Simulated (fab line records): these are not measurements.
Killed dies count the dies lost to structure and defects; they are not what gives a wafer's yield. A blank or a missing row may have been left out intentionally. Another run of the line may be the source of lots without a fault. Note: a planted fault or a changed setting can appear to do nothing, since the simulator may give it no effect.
fab line records	flow berkeleyCmos170
record lots=24	wafers=72	lastDay=12
route steps=331 shown START@1 ZERO@13 PFIELD@88 NSD@207 M1@247
lots untouched by any fault: they come from a run of this same line in which no faults occurred
startH: hours from the record's first day to the start of the lot's first wafer shown	waitH: time in hours since the lot's previous step	" identical to the entry in the row above	L1.1+2: a single row standing in for several wafers	- no value, or no start given	* or withheld: withheld	< > ~ a bound
route shown NAME@n: names a module that has steps shown in the file, with the first one's number in the route	usual: the fault-free wafers' mean and standard deviation	same: alike in all rows	chamber/n: place in a boat	sites: the reading at each site	_std_site: standard deviation of those values	_edge_site: inner sites' mean taken away from outer sites' mean	radiusMm: for every site, how far away it sits from the centre of the wafer	mask NAME#n: copy n	behind: the last tool/chamber to shape the wafer	hold: reason for holding the lot/hours on hold/outcome of the hold	device: transistor that didn't switch, given as n, p or np	end of line: tests run on the same wafers once the route is complete	a step with no rows: only its recipe	killed: count of dies lost to structure and defects at first sort (not the wafer's yield)	map: a wafer's dies, marking killed ones x, the rest . and places with no die _
set.NAME: setting as actually run; set.NAME@STEP: the setting as run at that earlier step	model.NAME: the simulator's own value behind a step, which no gauge read
steps of the route over a sample of lots; a table a step, a row a wafer
services: from which hour (startH, from the record's first day; less than 0 if before it) a tool's chamber was out of use, for how many hours, and why
## steps
# step UCB170_START_BOW_MEAS_00
# recipe mode=bow
# usual INCOMING_BOW=0/5.5
lot.wafer	tool	chamber	startH	waitH	INCOMING_BOW[um]
L074.2	filmMetro-01	-	10.02	-	-6
L074.3	"	-	"	"	-5
L074.4	"	-	"	"	1
L075.2	filmMetro-03	-	15.02	-	-8
L075.4	"	-	"	"	1
L075.6	"	-	"	"	-2
L076.2	filmMetro-02	-	20.02	-	1
L076.3	"	-	"	"	-11
L076.6	"	-	"	"	3
L077.2	filmMetro-02	-	25.02	-	4
L077.4	"	-	"	"	-2
L077.5	"	-	"	"	-1
L078.2	filmMetro-02	-	30.02	-	3
L078.5	"	-	"	"	8
L078.6	"	-	"	"	9
L079.1	filmMetro-02	-	35.00	-	-2
L079.2	"	-	"	"	-1
L079.5	"	-	"	"	2
L080.1	filmMetro-03	-	40.00	-	-3
L080.2	"	-	"	"	-3
L080.3	"	-	"	"	7
L081.1	filmMetro-03	-	45.00	-	-3
L081.5	"	-	"	"	-6
L081.6	"	-	"	"	-3
L082.1	filmMetro-01	-	50.00	-	-3
L082.3	"	-	"	"	-6
L082.4	"	-	"	"	-8
L083.2	filmMetro-01	-	55.02	-	-7
L083.5	"	-	"	"	8
L083.6	"	-	"	"	-4
L084.1	filmMetro-02	-	60.00	-	-6
L084.2	"	-	"	"	3
L084.6	"	-	"	"	5
L085.1	filmMetro-02	-	65.00	-	2
L085.3	"	-	"	"	10
L085.6	"	-	"	"	3
L086.2	filmMetro-01	-	70.02	-	-5
L086.4	"	-	"	"	-3
L086.6	"	-	"	"	-2
L087.2	filmMetro-01	-	75.02	-	2
L087.4	"	-	"	"	1
L087.5	"	-	"	"	0
L088.1	filmMetro-03	-	80.00	-	1
L088.4	"	-	"	"	-5
L088.5	"	-	"	"	5
L089.2	filmMetro-03	-	85.02	-	10
L089.4	"	-	"	"	-9
L089.5	"	-	"	"	-5
L090.3	filmMetro-03	-	90.04	-	-4
L090.4	"	-	"	"	-3
L090.6	"	-	"	"	-3
L091.1	filmMetro-03	-	95.00	-	-1
L091.3	"	-	"	"	-1
L091.6	"	-	"	"	-10
L092.4	filmMetro-01	-	100.06	-	5
L092.5	"	-	"	"	-2
L092.6	"	-	"	"	-1
L093.2	filmMetro-01	-	105.02	-	-2
L093.3	"	-	"	"	1
L093.4	"	-	"	"	3
L094.1	filmMetro-02	-	110.00	-	6
L094.4	"	-	"	"	-5
L094.5	"	-	"	"	-5
L095.1	filmMetro-01	-	115.00	-	13
L095.3	"	-	"	"	-7
L095.5	"	-	"	"	-1
L096.1	filmMetro-03	-	120.00	-	-6
L096.2	"	-	"	"	-1
L096.4	"	-	"	"	4
L097.1	filmMetro-01	-	125.00	-	-3
L097.2	"	-	"	"	-5
L097.5	"	-	"	"	-2
# step UCB170_ZERO_STRIP_07
# recipe chemistry=O2	powerW=400	pressureMtorr=3500	platenTempC=withheld	o2FlowSccm=400	overashFraction=0.5
# usual chamberPressureMTorr=3500/3.2	drypumpMotorCurrentA=5.82/0.26	oesProductAu=0.727/0.0045	stripTimeToEndpointS=21.52/0.069
lot.wafer	tool	chamber	startH	waitH	chamberPressureMTorr	drypumpMotorCurrentA	oesProductAu	rfHoursCounterH	stripTimeToEndpointS
L074.2	plasmaAsher-01	0	24.05	0.0	3505	5.49	0.726	22	21.43
L074.3	"	0	"	"	3498	5.50	0.729	-	21.49
L074.4	"	1	"	"	3504	5.57	0.734	-	21.48
L075.2	plasmaAsher-01	0	27.97	0.0	3496	5.53	0.720	23	21.52
L075.4	"	0	"	"	3501	5.53	0.723	-	21.57
L075.6	"	0	"	"	3503	5.51	0.730	-	21.54
L076.2	plasmaAsher-02	1	28.24	0.0	3496	6.09	0.724	28	21.49
L076.3	"	1	"	"	3500	6.08	0.728	-	21.42
L076.6	"	0	"	"	3500	5.89	0.729	-	21.42
L077.2	plasmaAsher-04	0	35.72	0.0	3501	5.80	0.736	34	21.56
L077.4	"	1	"	"	3497	6.22	0.733	-	21.56
L077.5	"	1	"	"	3495	6.23	0.733	-	21.50
L078.2	plasmaAsher-02	0	42.17	0.0	3494	5.89	0.727	30	21.57
L078.5	"	0	"	"	3499	5.91	0.726	-	21.52
L078.6	"	1	"	"	3495	6.09	0.717	-	21.53
L079.1	plasmaAsher-04	1	46.37	0.0	3497	6.21	0.727	35	21.52
L079.2	"	0	"	"	3495	5.80	0.721	35	21.53
L079.5	"	0	"	"	3496	5.80	0.729	-	21.57
L080.1	plasmaAsher-04	1	50.35	0.0	3498	6.22	0.727	35	21.49
L080.2	"	0	"	"	3507	5.78	0.725	35	21.44
L080.3	"	1	"	"	3499	6.21	0.723	-	21.47
L081.1	plasmaAsher-04	0	53.03	0.0	3496	5.80	0.717	36	21.56
L081.5	"	0	"	"	3499	5.81	0.726	-	21.61
L081.6	"	1	"	"	3505	6.20	0.736	-	21.59
L082.1	plasmaAsher-01	1	61.25	0.0	3499	5.60	0.736	27	21.46
L082.3	"	0	"	"	3499	5.49	0.726	-	21.46
L082.4	"	1	"	"	3497	5.60	0.724	-	21.56
L083.2	plasmaAsher-02	0	63.03	0.0	3501	5.93	0.730	32	21.58
L083.5	"	1	"	"	3500	6.09	0.725	-	21.56
L083.6	"	0	"	"	3503	5.94	0.728	-	21.57
L084.1	plasmaAsher-04	1	69.36	0.0	3506	6.21	0.721	38	21.52
L084.2	"	0	"	"	3498	5.81	0.726	38	21.58
L084.6	"	1	"	"	3501	6.20	0.732	-	21.57
L085.1	plasmaAsher-04	1	76.74	0.0	3495	6.22	0.729	38	21.49
L085.3	"	1	"	"	3501	6.23	0.725	-	21.55
L085.6	"	0	"	"	3500	5.79	0.727	-	21.53
L086.2	plasmaAsher-01	1	77.08	0.0	3503	5.60	0.732	28	21.61
L086.4	"	0	"	"	3493	5.49	0.723	-	21.55
L086.6	"	1	"	"	3500	5.60	0.725	-	21.55
L087.2	plasmaAsher-01	0	80.62	0.0	3498	5.51	0.726	29	21.75
L087.4	"	1	"	"	3499	5.59	0.727	-	21.67
L087.5	"	1	"	"	3496	5.59	0.726	-	21.63
L088.1	plasmaAsher-02	1	89.67	0.0	3503	6.08	0.726	35	21.52
L088.4	"	1	"	"	3497	6.07	0.719	-	21.47
L088.5	"	0	"	"	3497	5.91	0.722	-	21.47
L089.2	plasmaAsher-02	0	93.58	0.0	3508	5.92	0.723	36	21.48
L089.4	"	1	"	"	3500	6.08	0.722	-	21.45
L089.5	"	1	"	"	3501	6.08	0.725	-	21.45
L090.3	plasmaAsher-04	0	97.70	0.0	3504	5.84	0.727	-	21.54
L090.4	"	1	"	"	3501	6.22	0.731	-	21.51
L090.6	"	0	"	"	3500	5.82	0.729	-	21.62
L091.1	plasmaAsher-01	1	107.00	0.0	3502	5.61	0.723	32	21.62
L091.3	"	0	"	"	3496	5.50	0.725	-	21.54
L091.6	"	1	"	"	3497	5.61	0.723	-	21.60
L092.4	plasmaAsher-01	0	108.95	0.0	3502	5.51	0.733	-	21.40
L092.5	"	1	"	"	3491	5.60	0.723	-	21.43
L092.6	"	0	"	"	3505	5.51	0.731	-	21.41
L093.2	plasmaAsher-01	1	111.00	0.0	3500	5.59	0.728	32	21.56
L093.3	"	0	"	"	3499	5.51	0.722	-	21.59
L093.4	"	1	"	"	3504	5.59	0.732	-	21.62
L094.1	plasmaAsher-01	1	116.69	0.0	3501	5.60	0.722	33	21.50
L094.4	"	0	"	"	3496	5.50	0.721	-	21.51
L094.5	"	1	"	"	3497	5.60	0.723	-	21.59
L095.1	plasmaAsher-04	0	125.48	0.0	3500	5.80	0.726	45	21.52
L095.3	"	0	"	"	3495	5.82	0.726	-	21.48
L095.5	"	0	"	"	3498	5.81	0.729	-	21.54
L096.1	plasmaAsher-02	1	126.69	0.0	3506	6.07	0.726	1	21.44
L096.2	"	0	"	"	3496	5.92	0.721	1	21.49
L096.4	"	0	"	"	3499	5.91	0.725	-	21.48
L097.1	plasmaAsher-01	1	132.11	0.0	3505	5.60	0.735	35	21.47
L097.2	"	0	"	"	3502	5.51	0.726	35	21.48
L097.5	"	0	"	"	3506	5.48	0.729	-	21.43
# step UCB170_PFIELD_TW_MEAS_09
# usual PFIELD_TW=599.3/2.4
lot.wafer	tool	chamber	startH	waitH	PFIELD_TW
L074.2	filmMetro-04	-	87.90	0.1	601.1
L074.3	"	-	"	"	598.6
L074.4	"	-	"	"	601.7
L075.2	filmMetro-01	-	88.01	0.1	596.1
L075.4	"	-	"	"	599.4
L075.6	"	-	"	"	595.8
L076.2	filmMetro-02	-	88.73	0.1	600.5
L076.3	"	-	"	"	600.6
L076.6	"	-	"	"	598.5
L077.2	filmMetro-01	-	92.52	0.1	599.7
L077.4	"	-	"	"	600.9
L077.5	"	-	"	"	598.5
L079.1	filmMetro-04	-	98.98	0.1	596.9
L079.2	"	-	"	"	596.4
L079.5	"	-	"	"	596.0
L078.2	filmMetro-02	-	99.26	0.1	601.3
L078.5	"	-	"	"	601.5
L078.6	"	-	"	"	599.8
L081.1	filmMetro-04	-	110.18	0.1	599.0
L081.5	"	-	"	"	597.5
L081.6	"	-	"	"	596.8
L080.1	filmMetro-04	-	110.46	0.1	597.7
L080.2	"	-	"	"	596.6
L080.3	"	-	"	"	602.7
L082.1	filmMetro-02	-	124.68	0.1	598.6
L082.3	"	-	"	"	599.8
L082.4	"	-	"	"	602.2
L083.2	filmMetro-01	-	125.47	0.1	601.7
L083.5	"	-	"	"	602.0
L083.6	"	-	"	"	599.5
L084.1	filmMetro-02	-	129.69	0.1	597.3
L084.2	"	-	"	"	599.8
L084.6	"	-	"	"	598.7
L086.2	filmMetro-04	-	130.08	0.1	599.1
L086.4	"	-	"	"	597.4
L086.6	"	-	"	"	596.7
L087.2	filmMetro-04	-	131.84	0.1	600.8
L087.4	"	-	"	"	599.2
L087.5	"	-	"	"	596.6
L085.1	filmMetro-02	-	132.10	0.1	601.2
L085.3	"	-	"	"	600.4
L085.6	"	-	"	"	600.0
L088.1	filmMetro-02	-	151.74	0.1	596.2
L088.4	"	-	"	"	603.7
L088.5	"	-	"	"	602.0
L089.2	filmMetro-02	-	152.70	0.1	597.6
L089.4	"	-	"	"	602.8
L089.5	"	-	"	"	602.9
L090.3	filmMetro-02	-	152.93	0.1	603.4
L090.4	"	-	"	"	601.6
L090.6	"	-	"	"	599.8
L091.1	filmMetro-02	-	159.78	0.1	600.8
L091.3	"	-	"	"	597.7
L091.6	"	-	"	"	597.7
L093.2	filmMetro-01	-	171.13	0.1	598.4
L093.3	"	-	"	"	598.8
L093.4	"	-	"	"	595.9
L092.4	filmMetro-01	-	171.42	0.1	597.2
L092.5	"	-	"	"	599.9
L092.6	"	-	"	"	600.2
L094.1	filmMetro-04	-	177.65	0.1	599.6
L094.4	"	-	"	"	597.6
L094.5	"	-	"	"	598.9
L096.1	filmMetro-02	-	182.60	0.1	597.7
L096.2	"	-	"	"	600.5
L096.4	"	-	"	"	598.0
L095.1	filmMetro-04	-	191.60	0.1	598.1
L095.3	"	-	"	"	597.8
L095.5	"	-	"	"	596.2
L097.1	filmMetro-01	-	191.96	0.1	599.2
L097.2	"	-	"	"	596.4
L097.5	"	-	"	"	601.1
# step UCB170_SDANNEAL_RS_MEAS_03
# recipe thkMeasGauge=four-point-probe
# usual NSD_RS=37.30/0.078
lot.wafer	tool	chamber	startH	waitH	NSD_RS[ohm/sq]
L074.2	filmMetro-03	-	139.97	0.1	37.25
L074.3	"	-	"	"	37.26
L074.4	"	-	"	"	37.36
L076.2	filmMetro-02	-	140.38	0.1	37.22
L076.3	"	-	"	"	37.18
L076.6	"	-	"	"	37.30
L077.2	filmMetro-03	-	140.73	0.1	37.25
L077.4	"	-	"	"	37.29
L077.5	"	-	"	"	37.23
L075.2	filmMetro-02	-	141.02	0.1	37.28
L075.4	"	-	"	"	37.24
L075.6	"	-	"	"	37.23
L079.1	filmMetro-01	-	148.86	0.1	37.45
L079.2	"	-	"	"	37.44
L079.5	"	-	"	"	37.44
L078.2	filmMetro-02	-	149.11	0.1	37.33
L078.5	"	-	"	"	37.19
L078.6	"	-	"	"	37.30
L081.1	filmMetro-01	-	162.49	0.1	37.33
L081.5	"	-	"	"	37.33
L081.6	"	-	"	"	37.25
L080.1	filmMetro-03	-	163.03	0.1	37.32
L080.2	"	-	"	"	37.27
L080.3	"	-	"	"	37.33
L083.2	filmMetro-02	-	178.78	0.1	37.44
L083.5	"	-	"	"	37.31
L083.6	"	-	"	"	37.32
L086.2	filmMetro-01	-	179.09	0.1	37.41
L086.4	"	-	"	"	37.37
L086.6	"	-	"	"	37.44
L085.1	filmMetro-03	-	179.29	0.1	37.11
L085.3	"	-	"	"	37.23
L085.6	"	-	"	"	37.29
L087.2	filmMetro-02	-	179.32	0.1	37.27
L087.4	"	-	"	"	37.18
L087.5	"	-	"	"	37.21
L082.1	filmMetro-01	-	179.74	0.1	37.23
L082.3	"	-	"	"	37.26
L082.4	"	-	"	"	37.36
L084.1	filmMetro-03	-	179.78	0.1	37.38
L084.2	"	-	"	"	37.31
L084.6	"	-	"	"	37.39
L088.1	filmMetro-01	-	201.36	0.1	37.22
L088.4	"	-	"	"	37.23
L088.5	"	-	"	"	37.35
L090.3	filmMetro-03	-	201.43	0.1	37.25
L090.4	"	-	"	"	37.25
L090.6	"	-	"	"	37.20
L089.2	filmMetro-03	-	201.89	0.1	37.30
L089.4	"	-	"	"	37.31
L089.5	"	-	"	"	37.39
L091.1	filmMetro-01	-	212.57	0.1	37.28
L091.3	"	-	"	"	37.37
L091.6	"	-	"	"	37.30
L093.2	filmMetro-01	-	230.94	0.1	37.36
L093.3	"	-	"	"	37.41
L093.4	"	-	"	"	37.36
L092.4	filmMetro-03	-	230.98	0.1	37.23
L092.5	"	-	"	"	37.30
L092.6	"	-	"	"	37.26
L094.1	filmMetro-03	-	246.87	0.1	37.39
L094.4	"	-	"	"	37.35
L094.5	"	-	"	"	37.25
L096.1	filmMetro-02	-	246.87	0.1	37.34
L096.2	"	-	"	"	37.31
L096.4	"	-	"	"	37.27
L095.1	filmMetro-01	-	254.60	0.1	37.38
L095.3	"	-	"	"	37.34
L095.5	"	-	"	"	37.42
L097.1	filmMetro-02	-	254.60	0.1	37.31
L097.2	"	-	"	"	37.25
L097.5	"	-	"	"	37.23
# step UCB170_M1_CD_MEAS_09
# recipe targetCdNm=700
# usual cdNm=699.5/1.3
lot.wafer	tool	chamber	startH	waitH	cdNm
L074.2	cdSem-02	-	146.72	-	699.9
L074.3	"	-	"	"	701.5
L074.4	"	-	"	"	700.1
L076.2	cdSem-02	-	148.01	-	700.0
L076.3	"	-	"	"	700.2
L076.6	"	-	"	"	698.4
L075.2	cdSem-02	-	148.37	-	698.4
L075.4	"	-	"	"	698.5
L075.6	"	-	"	"	699.6
L077.2	cdSem-02	-	148.97	-	701.8
L077.4	"	-	"	"	701.2
L077.5	"	-	"	"	699.6
L079.1	cdSem-02	-	156.97	-	699.5
L079.2	"	-	"	"	699.7
L079.5	"	-	"	"	699.9
L078.2	cdSem-02	-	158.16	-	701.4
L078.5	"	-	"	"	701.6
L078.6	"	-	"	"	700.7
L081.1	cdSem-01	-	170.17	-	699.2
L081.5	"	-	"	"	697.0
L081.6	"	-	"	"	698.7
L080.1	cdSem-01	-	176.62	-	698.7
L080.2	"	-	"	"	700.0
L080.3	"	-	"	"	700.8
L083.2	cdSem-02	-	185.77	-	699.4
L083.5	"	-	"	"	700.1
L083.6	"	-	"	"	701.2
L086.2	cdSem-01	-	188.27	-	698.5
L086.4	"	-	"	"	699.1
L086.6	"	-	"	"	699.6
L085.1	cdSem-02	-	188.53	-	699.5
L085.3	"	-	"	"	698.8
L085.6	"	-	"	"	700.3
L087.2	cdSem-01	-	188.62	-	699.9
L087.4	"	-	"	"	698.9
L087.5	"	-	"	"	700.6
L082.1	cdSem-01	-	188.96	-	696.3
L082.3	"	-	"	"	696.5
L082.4	"	-	"	"	697.9
L084.1	cdSem-01	-	189.08	-	699.6
L084.2	"	-	"	"	698.6
L084.6	"	-	"	"	700.1
L088.1	cdSem-01	-	208.08	-	697.9
L088.4	"	-	"	"	697.4
L088.5	"	-	"	"	697.5
L090.3	cdSem-01	-	208.67	-	698.3
L090.4	"	-	"	"	698.8
L090.6	"	-	"	"	698.2
L089.2	cdSem-02	-	210.31	-	698.6
L089.4	"	-	"	"	700.1
L089.5	"	-	"	"	698.8
L091.1	cdSem-01	-	219.47	-	700.7
L091.3	"	-	"	"	701.7
L091.6	"	-	"	"	700.4
L093.2	cdSem-02	-	240.82	-	700.9
L093.3	"	-	"	"	701.2
L093.4	"	-	"	"	701.7
L092.4	cdSem-01	-	240.83	-	700.5
L092.5	"	-	"	"	699.8
L092.6	"	-	"	"	699.6
L096.1	cdSem-01	-	257.67	-	696.3
L096.2	"	-	"	"	698.1
L096.4	"	-	"	"	696.8
L094.1	cdSem-02	-	257.72	-	700.4
L094.4	"	-	"	"	699.5
L094.5	"	-	"	"	699.5
L097.1	cdSem-01	-	262.17	-	698.4
L097.2	"	-	"	"	698.7
L097.5	"	-	"	"	699.1
L095.1	cdSem-02	-	267.87	-	700.0
L095.3	"	-	"	"	700.1
L095.5	"	-	"	"	700.3
# step UCB170_M1_STRIP_13
# recipe chemistry=O2	powerW=400	pressureMtorr=3500	platenTempC=withheld	o2FlowSccm=400	overashFraction=0.5
# usual chamberPressureMTorr=3500/3.2	drypumpMotorCurrentA=5.79/0.24	oesProductAu=0.720/0.0051
lot.wafer	tool	chamber	startH	waitH	chamberPressureMTorr	drypumpMotorCurrentA	oesProductAu	rfHoursCounterH
L074.2	plasmaAsher-01	0	147.03	0.1	3502	5.50	0.717	37
L074.3	"	1	"	"	3494	5.59	0.723	-
L074.4	"	0	"	"	3507	5.51	0.716	-
L076.2	plasmaAsher-01	1	148.32	0.1	3499	5.59	0.716	37
L076.3	"	1	"	"	3501	5.57	0.718	-
L076.6	"	0	"	"	3502	5.49	0.715	-
L075.2	plasmaAsher-03	1	148.68	0.1	3502	5.71	0.723	45
L075.4	"	0	"	"	3499	6.02	0.712	-
L075.6	"	0	"	"	3503	6.00	0.723	-
L077.2	plasmaAsher-01	0	149.28	0.1	3503	5.52	0.720	37
L077.4	"	0	"	"	3495	5.52	0.719	-
L077.5	"	0	"	"	3501	5.53	0.714	-
L079.1	plasmaAsher-03	1	157.31	0.1	3497	5.72	0.721	46
L079.2	"	0	"	"	3503	6.01	0.715	46
L079.5	"	1	"	"	3500	5.73	0.712	-
L078.2	plasmaAsher-03	0	158.47	0.1	3501	6.02	0.721	46
L078.5	"	0	"	"	3502	6.03	0.726	-
L078.6	"	1	"	"	3496	5.74	0.721	-
L081.1	plasmaAsher-01	0	170.50	0.1	3502	5.50	0.722	40
L081.5	"	1	"	"	3504	5.59	0.729	-
L081.6	"	0	"	"	3498	5.49	0.720	-
L080.1	plasmaAsher-01	1	176.95	0.1	3502	5.60	0.717	41
L080.2	"	0	"	"	3500	5.50	0.725	41
L080.3	"	1	"	"	3496	5.59	0.723	-
L083.2	plasmaAsher-04	1	186.09	0.1	3500	6.23	0.722	52
L083.5	"	1	"	"	3497	6.21	0.729	-
L083.6	"	0	"	"	3497	5.80	0.720	-
L086.2	plasmaAsher-04	1	188.58	0.1	3500	6.21	0.720	53
L086.4	"	1	"	"	3501	6.21	0.715	-
L086.6	"	0	"	"	3501	5.81	0.725	-
L085.1	plasmaAsher-03	0	188.86	0.1	3498	6.02	0.722	49
L085.3	"	1	"	"	3500	5.73	0.723	-
L085.6	"	0	"	"	3508	6.02	0.731	-
L087.2	plasmaAsher-04	1	188.93	0.1	3501	6.21	0.722	53
L087.4	"	1	"	"	3499	6.22	0.723	-
L087.5	"	0	"	"	3501	5.78	0.714	-
L082.1	plasmaAsher-03	0	189.29	0.1	3505	6.04	0.723	50
L082.3	"	0	"	"	3493	6.03	0.716	-
L082.4	"	1	"	"	3508	5.73	0.720	-
L084.1	plasmaAsher-04	1	189.41	0.1	3499	6.20	0.726	53
L084.2	"	0	"	"	3497	5.82	0.720	53
L084.6	"	0	"	"	3501	5.81	0.723	-
L088.1	plasmaAsher-01	0	208.41	0.1	3503	5.52	0.715	44
L088.4	"	1	"	"	3490	5.61	0.717	-
L088.5	"	1	"	"	3503	5.62	0.722	-
L090.3	plasmaAsher-03	0	209.00	0.1	3496	5.99	0.720	-
L090.4	"	1	"	"	3496	5.73	0.706	-
L090.6	"	1	"	"	3501	5.71	0.723	-
L089.2	plasmaAsher-03	1	210.62	0.1	3496	5.73	0.714	52
L089.4	"	1	"	"	3501	5.72	0.728	-
L089.5	"	0	"	"	3504	6.00	0.724	-
L091.1	plasmaAsher-01	0	219.80	0.1	3498	5.50	0.715	45
L091.3	"	0	"	"	3496	5.53	0.726	-
L091.6	"	1	"	"	3500	5.60	0.715	-
L093.2	plasmaAsher-04	0	241.13	0.1	3507	5.82	0.717	58
L093.3	"	0	"	"	3503	5.82	0.720	-
L093.4	"	1	"	"	3502	6.22	0.725	-
L092.4	plasmaAsher-03	1	241.14	0.1	3502	5.75	0.721	-
L092.5	"	0	"	"	3496	6.02	0.718	-
L092.6	"	1	"	"	3502	5.75	0.727	-
L096.1	plasmaAsher-04	0	258.01	0.1	3501	5.82	0.715	60
L096.2	"	1	"	"	3502	6.21	0.724	60
L096.4	"	0	"	"	3501	5.83	0.720	-
L094.1	plasmaAsher-01	0	258.05	0.1	3498	5.52	0.716	49
L094.4	"	0	"	"	3501	5.53	0.724	-
L094.5	"	1	"	"	3504	5.59	0.719	-
L097.1	plasmaAsher-01	1	262.50	0.1	3495	5.60	0.727	49
L097.2	"	0	"	"	3495	5.50	0.718	49
L097.5	"	0	"	"	3504	5.54	0.720	-
L095.1	plasmaAsher-04	1	268.21	0.1	3499	6.20	0.716	61
L095.3	"	0	"	"	3499	5.83	0.716	-
L095.5	"	0	"	"	3497	5.82	0.715	-
## services
tool	chamber	startH	hours	kind
plasmaAsher-03	-	79.67	0.7	repair
plasmaAsher-02	-	108.75	9.0	pm
plasmaAsher-02	0	108.75	9.0	ventCycle
plasmaAsher-02	1	108.75	9.0	ventCycle
plasmaAsher-02	0	117.75	-	clean
plasmaAsher-02	1	117.75	-	clean
plasmaAsher-04	-	121.70	2.8	pm
plasmaAsher-01	-	187.29	3.8	repair
plasmaAsher-03	-	224.28	4.2	repair
## key
fault none
